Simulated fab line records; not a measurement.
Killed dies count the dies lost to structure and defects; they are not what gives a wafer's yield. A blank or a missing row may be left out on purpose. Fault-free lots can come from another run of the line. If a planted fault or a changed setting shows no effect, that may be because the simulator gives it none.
Which tool is to blame?	flow berkeleyCmos170	7 lots with 21 wafers sampled at 2 steps, on a route of 331 steps

== WHAT THE GAUGES READ, wafer by wafer ==
UCB170_ACTIVE_CD_MEAS_13 targets a cd of 1200 nm.
lot	measured	on	cdNm (nm)
L721	day 4 12:56	cdSem-02	1201.4 1201.6 1200.5
L723	day 5 05:26	cdSem-01	1198.6 1198.1 1199.2
L725	day 5 14:04	cdSem-02	1200.6 1200.3 1199.6
L727	day 6 00:25	cdSem-02	1200.6 1201.4 1199.5
L737	day 8 02:15	cdSem-02	1181.4 1180.0 1181.0
L739	day 8 16:43	cdSem-01	1184.9 1185.9 1185.0
L741	day 9 01:51	cdSem-02	1200.0 1199.4 1200.3

== WHAT TOOL EACH LOT RAN ON (gives the tool, then ch and the chambers of the sampled wafers, and finally the start) ==
lot	UCB170_ACTIVE_PEB_11
L721	lithoTrack-01 ch 0, day 4 12:40
L723	lithoTrack-04 ch 0, day 5 05:10
L725	lithoTrack-02 ch 0, day 5 13:29
L727	lithoTrack-02 ch 0, day 6 00:08
L737	lithoTrack-01 ch 0, day 8 01:58
L739	lithoTrack-01 ch 0, day 8 16:28
L741	lithoTrack-02 ch 0, day 9 01:34
- UCB170_ACTIVE_PEB_11

== THE ANSWER, worked out from the rows above alone ==
Rule: the lots themselves supply what counts as usual. The widest of any qualifying gaps counts: lots, ordered by their means at a reading, are off when they make up no more than a third of the lots, leave a main group of 4 or more, and stand apart from it by 3 or more times the standard deviation of that group's means. Not used: any main group whose means are identical at the precision the tables above print for the reading. Also off: a lot with no number at a reading for which 4 or more lots have one. All remaining lots with rows at the step are treated as sound.
Off at UCB170_ACTIVE_CD_MEAS_13 (cdNm): L737, L739. The main group has a mean of 1200.1 nm with a standard deviation of 0.84.
A tool fits if, at a process step before that reading, it ran every lot that is off, and no sound lot after the first of them. The gauges at UCB170_ACTIVE_CD_MEAS_13 are tried like those tools. One fits: lithoTrack-01 at UCB170_ACTIVE_PEB_11. A fault onset in the window from L721 (day 4 12:40, its last sound lot) to L737 (day 8 01:58, its first lot off) fits.

== WHAT THE SIMULATOR HAD PUT IN ==
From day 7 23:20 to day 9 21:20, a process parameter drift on lithoTrack-01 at UCB170_ACTIVE_PEB_11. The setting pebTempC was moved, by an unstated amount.
Struck lots among those shown: L737, L739. The same result came from the rule above.
